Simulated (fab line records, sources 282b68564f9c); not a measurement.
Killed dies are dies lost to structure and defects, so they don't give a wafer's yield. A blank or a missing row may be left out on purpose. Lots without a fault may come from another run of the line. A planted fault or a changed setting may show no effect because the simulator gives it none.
Which tool did it? | flow rit_cmos | 14 lots, 42 wafers sampled, at 3 steps of a route of 202

WHAT THE GAUGES READ, wafer by wafer
RIT_NSD_TW_MEAS_10.
lot  | measured    | on            | NSD_TW
L371 | day 3 08:32 | film_metro-02 | 3120 3122 3126
L374 | day 3 20:07 | film_metro-03 | 3186 3199 3185
L375 | day 4 01:29 | film_metro-03 | 3213 3190 3200
L376 | day 4 08:19 | film_metro-03 | 3202 3206 3188
L377 | day 4 17:09 | film_metro-02 | 3099 3124 3116
L378 | day 4 20:11 | film_metro-01 | 3070 3082 3103
L380 | day 5 04:28 | film_metro-02 | 3147 3146 3153
L381 | day 5 09:33 | film_metro-03 | 3222 3218 3208
L382 | day 5 12:27 | film_metro-01 | 3078 3086 3075
L383 | day 5 17:17 | film_metro-01 | 2921 2934 2926 2932 2928 2926
L384 | day 5 21:03 | film_metro-02 | 2983 2977 2986
L385 | day 6 03:13 | film_metro-03 | 3205 3186 3199
L387 | day 6 13:10 | film_metro-03 | 3201 3213 3196
L393 | day 7 18:07 | film_metro-03 | 3198 3206 3193

RIT_SDANNEAL_RS_MEAS_05: measures by four-point-probe.
lot  | measured    | on            | NSD_RS (ohm/sq)
L371 | day 3 10:52 | film_metro-03 | 84.24 84.64 84.13
L374 | day 3 22:19 | film_metro-01 | 85.42 85.34 85.23
L375 | day 4 03:30 | film_metro-03 | 84.43 84.61 84.71
L376 | day 4 10:22 | film_metro-03 | 84.08 84.45 84.64
L377 | day 4 19:26 | film_metro-01 | 84.47 84.24 84.60
L378 | day 4 22:20 | film_metro-02 | 84.73 85.12 84.57
L380 | day 5 06:32 | film_metro-03 | 84.29 84.29 84.11
L381 | day 5 11:41 | film_metro-03 | 84.68 84.67 84.73
L382 | day 5 14:37 | film_metro-02 | 85.21 84.85 84.89
L383 | day 6 02:24 | film_metro-02 | 101.58 101.90 101.53 101.64 101.84 101.42
L384 | day 5 23:16 | film_metro-02 | 101.86 102.15 102.10 101.80 102.02 101.87
L385 | day 6 05:16 | film_metro-02 | 84.41 84.73 84.57
L387 | day 6 15:13 | film_metro-02 | 84.73 84.69 84.65
L393 | day 7 20:16 | film_metro-03 | 84.22 84.15 84.48

WHICH TOOL RAN EACH LOT (tool, then ch and the chambers of the sampled wafers, then the start)
lot  | RIT_NSD_IMPLANT_08
L371 | implanter-04 ch 0, day 3 08:13
L374 | implanter-01 ch 0, day 3 19:48
L375 | implanter-03 ch 0, day 4 01:09
L376 | implanter-01 ch 0, day 4 08:01
L377 | implanter-01 ch 0, day 4 16:50
L378 | implanter-03 ch 0, day 4 19:52
L380 | implanter-03 ch 0, day 5 04:08
L381 | implanter-03 ch 0, day 5 09:14
L382 | implanter-03 ch 0, day 5 12:08
L383 | implanter-03 ch 0, day 5 16:59
L384 | implanter-03 ch 0, day 5 20:46
L385 | implanter-01 ch 0, day 6 02:54
L387 | implanter-01 ch 0, day 6 12:50
L393 | implanter-01 ch 0, day 7 17:48
- RIT_NSD_IMPLANT_08

WHAT THE TOOLS THEMSELVES READ (means of the sampled wafers that have a number; where no wafer has one, the mark that the record gives instead)
RIT_NSD_IMPLANT_08.
lot  | tool         | dose_ions_cm2 | faraday_current_uA
L371 | implanter-04 | 1.000e+15     | 3109
L374 | implanter-01 | 9.999e+14     | 3134
L375 | implanter-03 | 1.000e+15     | 3127
L376 | implanter-01 | 1.000e+15     | 3140
L377 | implanter-01 | 9.994e+14     | 3105
L378 | implanter-03 | 9.999e+14     | 3155
L380 | implanter-03 | 1.000e+15     | 3087
L381 | implanter-03 | 9.996e+14     | 3087
L382 | implanter-03 | 9.993e+14     | 3199
L383 | implanter-03 | 7.900e+14     | 2466
L384 | implanter-03 | 7.922e+14     | 2526
L385 | implanter-01 | 1.001e+15     | 3201
L387 | implanter-01 | 1.000e+15     | 3178
L393 | implanter-01 | 9.994e+14     | 3187

THE ANSWER, worked out from the rows above alone
Rule: what is usual is taken from the lots themselves. Put in order of their means at a reading, lots are off if they are a third of the lots or fewer, leave a main group of 4 or more, and stand apart from it by a gap of 3 or more times the standard deviation of the main group's means; of several such gaps the widest counts. A main group whose means are all the same, to the digits that the tables above print for the reading, isn't used. A lot without any number at a reading at which 4 lots or more have one is off too. The other lots that the step has rows for count as sound. The gauges are gone through in route order, then the tools' own readings, and for those a lot's mean is taken as printed above. The first step at which some lot is off is used, and at that step the reading that is off furthest; a lot without a number counts as furthest.
Off: L383, L384, at RIT_SDANNEAL_RS_MEAS_05 (NSD_RS). The main group: mean 84.61 ohm/sq, standard deviation 0.31.
A tool fits if, at a process step before that reading, it ran every lot that is off, and no sound lot after the first of them. The gauges at RIT_SDANNEAL_RS_MEAS_05 aren't tried: what is off there is off at RIT_NSD_IMPLANT_08 too, on other tools, and a gauge's error can't cause that. One fits: implanter-03 at RIT_NSD_IMPLANT_08. Its last sound lot is L382 (day 5 12:08), its first lot that is off L383 (day 5 16:59): a fault that began between those two fits.
The tool's own readings at RIT_NSD_IMPLANT_08 bear it out: on the lots that are off they differ by more than 5 times the standard deviation of the sound lots' means. dose_ions_cm2 reads 7.911e+14 there against 9.999e+14 on the sound lots; faraday_current_uA reads 2496 there against 3142 on the sound lots.

WHAT THE SIMULATOR HAD PUT IN
Process parameter drift: implanter-03, from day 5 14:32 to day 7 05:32, at RIT_NSD_IMPLANT_08. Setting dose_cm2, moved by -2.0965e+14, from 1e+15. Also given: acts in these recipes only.
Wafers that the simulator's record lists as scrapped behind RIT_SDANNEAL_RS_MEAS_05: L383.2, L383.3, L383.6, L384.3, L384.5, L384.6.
Lots struck among those shown: L383, L384. The rule above found the same.
